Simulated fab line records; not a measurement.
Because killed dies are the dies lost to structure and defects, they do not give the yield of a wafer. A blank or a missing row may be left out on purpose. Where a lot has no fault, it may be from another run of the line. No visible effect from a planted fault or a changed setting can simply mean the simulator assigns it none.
A lot that was struck, set against a sound lot + flow rit_cmos + 39 out of 202 route steps
Sound: wafers L298.1, L298.2, L298.4. Wafers struck: L292.2, L292.3, L292.6. Last of all comes the cause.
Per side, at each step with rows, come the tool, then ch with its chambers, and then its first start. Under that, the readings that differ: sound wafers + struck wafers + difference of the means + sigmas: that difference in standard deviations of wafers without a fault.
alike: readings with means less than 2 such deviations apart, plus words and numbers identical on both sides. not compared: withheld readings, readings lacking a value on some wafer, bounds such as >300 that could conceal the same value, and numbers that have no deviation in the record and whose values overlap.
The two part at a step that has a row with sigmas, a row that says differs or no value, or rows on one side only. Numbers that have no deviation but don't overlap get no sigmas and don't part them. Lack of a reading on every wafer of one side parts them only where that side has two or more wafers.

first, 3 steps without rows for these wafers: RIT_GATE_EXPOSE_13 (exposes mask M6, target cd 150 nm); RIT_GATE_PEB_14; RIT_GATE_DEVELOP_15 (develop time 50 s).
RIT_GATE_CD_MEAS_16 targets a cd of 150 nm.
  sound on cd_sem-02 at day 6 01:01; struck on cd_sem-02 at day 4 22:55
  alike: cd_nm
RIT_GATE_OVL_MEAS_17:
  sound on overlay-02 at day 6 01:08; struck on overlay-01 at day 4 23:01
  alike: GATE_OVL
then, 1 step without rows for these wafers: RIT_GATE_HARDBAKE_18 (time 60 s).
RIT_GATE_ETCH_19: etches poly-Si in SF6/CHF3/O2, stops on SiO2, time 165 s, target depth 312.5 nm.
  sound on rie_si-01 ch 0,1,3, day 6 01:19; struck on rie_si-01 ch 0,2, day 4 23:12
  alike: drypump_motor_current_A, oes_product_au, rf_fwd_power_W, throttle_valve_pct
  not compared: rf_hours_counter_h
RIT_GATE_STRIP_20: strips in O2, time 180 s.
  sound on plasma_asher-03 ch 0,1, day 6 01:25; struck on plasma_asher-02 ch 0, day 4 23:18
  alike: drypump_motor_current_A
  not compared: rf_hours_counter_h
RIT_GATE_CD_MEAS_90 targets a cd of 150 nm.
  sound on cd_sem-02 at day 6 01:36; struck on cd_sem-02 at day 4 23:30
  alike: cd_nm
then, 3 steps without rows for these wafers: RIT_REOX_CLEAN_00 (cleans in SC1, time 600 s); RIT_REOX_CLEAN_01 (cleans in dHF, time 30 s); RIT_REOX_CLEAN_02 (cleans in SC2, time 600 s).
RIT_REOX_OXIDATION_03: target thk 25.2 nm, ox time 5580 s.
  sound on furnace-04 ch 0, day 6 02:06; struck on furnace-03 ch 0, day 5 00:56
| reading                                     | sound                | struck               | difference | sigmas      |
|---------------------------------------------|----------------------|----------------------|------------|-------------|
| spike_tc_centre_C (C)                       | 904.4 905.2 905.9    | 880.1 878.4 880.4    | -25.5      | -16         |
| spike_tc_load_C (C)                         | 924.9 923.8 924.5    | 902.4 901.6 901.8    | -22.5      | -9          |
| spike_tc_source_C (C)                       | 925.4 927.2 926.1    | 897.4 899.0 898.5    | -27.9      | -9          |
| tube_center_temp_C (C)                      | 900.17 900.05 899.92 | 875.02 875.03 875.06 | -25.01     | -99 or more |
| tube_center_temp_C_max                      | 903.0 903.4 902.3    | 877.5 877.9 878.5    | -24.9      | -64         |
| zone_power_centre_pct (%)                   | 49.5 50.8 49.6       | 43.3 43.2 43.6       | -6.6       | -3          |
| model.SiO2_of_REOX_OXIDATION_03.thk_nm (nm) | 25.83 25.49 25.38    | 20.16 20.12 20.13    | -5.43      |             |
RIT_REOX_THK_MEAS_04:
  sound on film_metro-02 at day 6 04:39; struck on film_metro-02 at day 5 03:30
| reading             | sound          | struck         | difference | sigmas |
|---------------------|----------------|----------------|------------|--------|
| REOX_OXIDE_THK (nm) | 25.8 25.5 25.4 | 20.2 20.1 20.1 | -5.4       | -12    |
then, 6 steps without rows for these wafers: RIT_NLDD_HMDS_00 (prime time 60 s); RIT_NLDD_COAT_01 (resist thk 1000 nm); RIT_NLDD_SOFTBAKE_02 (time 60 s); RIT_NLDD_EXPOSE_03 (exposes mask M7, target cd 40700 nm); RIT_NLDD_PEB_04; RIT_NLDD_DEVELOP_05 (develop time 50 s).
RIT_NLDD_OVL_MEAS_06:
  sound on overlay-01 at day 6 05:54; struck on overlay-02 at day 5 04:25
  alike: NLDD_OVL
then, 2 steps without rows for these wafers: RIT_NLDD_HARDBAKE_07 (time 60 s); RIT_NLDD_IMPLANT_08.
RIT_NLDD_STRIP_09: strips in O2, time 180 s.
  sound on plasma_asher-04 ch 0,1, day 6 06:14; struck on plasma_asher-04 ch 0,1, day 5 04:55
  alike: drypump_motor_current_A
  not compared: rf_hours_counter_h
RIT_NLDD_TW_MEAS_10:
  sound on film_metro-01 at day 6 06:25; struck on film_metro-02 at day 5 05:05
  alike: NLDD_TW
then, 6 steps without rows for these wafers: RIT_PLDD_HMDS_00 (prime time 60 s); RIT_PLDD_COAT_01 (resist thk 1000 nm); RIT_PLDD_SOFTBAKE_02 (time 60 s); RIT_PLDD_EXPOSE_03 (exposes mask M8, target cd 40900 nm); RIT_PLDD_PEB_04; RIT_PLDD_DEVELOP_05 (develop time 50 s).
RIT_PLDD_OVL_MEAS_06:
  sound on overlay-01 at day 6 07:26; struck on overlay-01 at day 5 06:00
| reading       | sound       | struck         | difference | sigmas |
|---------------|-------------|----------------|------------|--------|
| PLDD_OVL (nm) | 3.3 4.1 3.5 | -0.6 -0.5 -2.2 | -4.7       | -3     |
then, 2 steps without rows for these wafers: RIT_PLDD_HARDBAKE_07 (time 60 s); RIT_PLDD_IMPLANT_08.
RIT_PLDD_STRIP_09: strips in O2, time 180 s.
  sound on plasma_asher-04 ch 0,1, day 6 07:47; struck on plasma_asher-02 ch 0,1, day 5 06:20
  alike: drypump_motor_current_A
  not compared: rf_hours_counter_h
RIT_PLDD_TW_MEAS_10:
  sound on film_metro-03 at day 6 07:57; struck on film_metro-02 at day 5 06:31
  alike: PLDD_TW
RIT_SPACER_CLEAN_00: cleans in SC1, time 600 s.
  sound on wet_bench-01 ch 2, day 6 08:01; struck on wet_bench-03 ch 2, day 5 06:34
| reading                                     | sound           | struck            | difference | sigmas |
|---------------------------------------------|-----------------|-------------------|------------|--------|
| model.SiO2_of_REOX_OXIDATION_03.thk_nm (nm) | 23.83 23.5 23.4 | 18.59 18.55 18.56 | -5.01      |        |
then, 1 step without rows for these wafers: RIT_SPACER_CLEAN_01 (cleans in dHF, time 30 s).
RIT_M1_PROBE_99:
  sound on prober-02 at day 6 21:51; struck on prober-02 at day 5 20:17
| reading                             | sound             | struck            | difference | sigmas |
|-------------------------------------|-------------------|-------------------|------------|--------|
| model.etest.pmos_turned.r_on_ohm_um | 3753 3530 3595    | 2944 2946 2879    | -703       |        |
| model.etest.pmos_0p3.r_on_ohm_um    | 6625 6430 6524    | 5928 5835 5800    | -672       |        |
| model.etest.pmos_0p15.r_on_ohm_um   | 3023 2840 2938    | 2500 2494 2429    | -459       |        |
| model.etest.pldd.rs_ohm_sq          | 541.4 527.7 514.1 | 316.8 312.1 313   | -213.8     |        |
| model.etest.nmos_0p15.r_on_ohm_um   | 1162 1119 1154    | 1105 1074 1050    | -69        |        |
| model.etest.nmos_0p3.r_on_ohm_um    | 2239 2172 2201    | 2082 2054 2037    | -146       |        |
| model.etest.nldd.rs_ohm_sq          | 387.4 383.1 379.6 | 303.7 305.7 306.7 | -78.0      |        |
| model.etest.nmos_turned.drive_ua_um | 297.9 317.7 309.3 | 388.9 384.1 394.2 | +80.8      |        |
  alike: killed_at_M0_to_M3, killed_at_contacts, killed_at_front_end, killed_dies, killed_open, killed_short

== WHERE THEY PART ==
Last at RIT_PLDD_OVL_MEAS_06 as far as this record goes, first at RIT_REOX_OXIDATION_03. Later steps at which nothing parts them and some readings are alike: RIT_PLDD_STRIP_09, RIT_PLDD_TW_MEAS_10, RIT_M1_PROBE_99.

WHY: what had been put in by the simulator
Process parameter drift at RIT_REOX_OXIDATION_03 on furnace-03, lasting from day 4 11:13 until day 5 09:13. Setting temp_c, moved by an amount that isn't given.
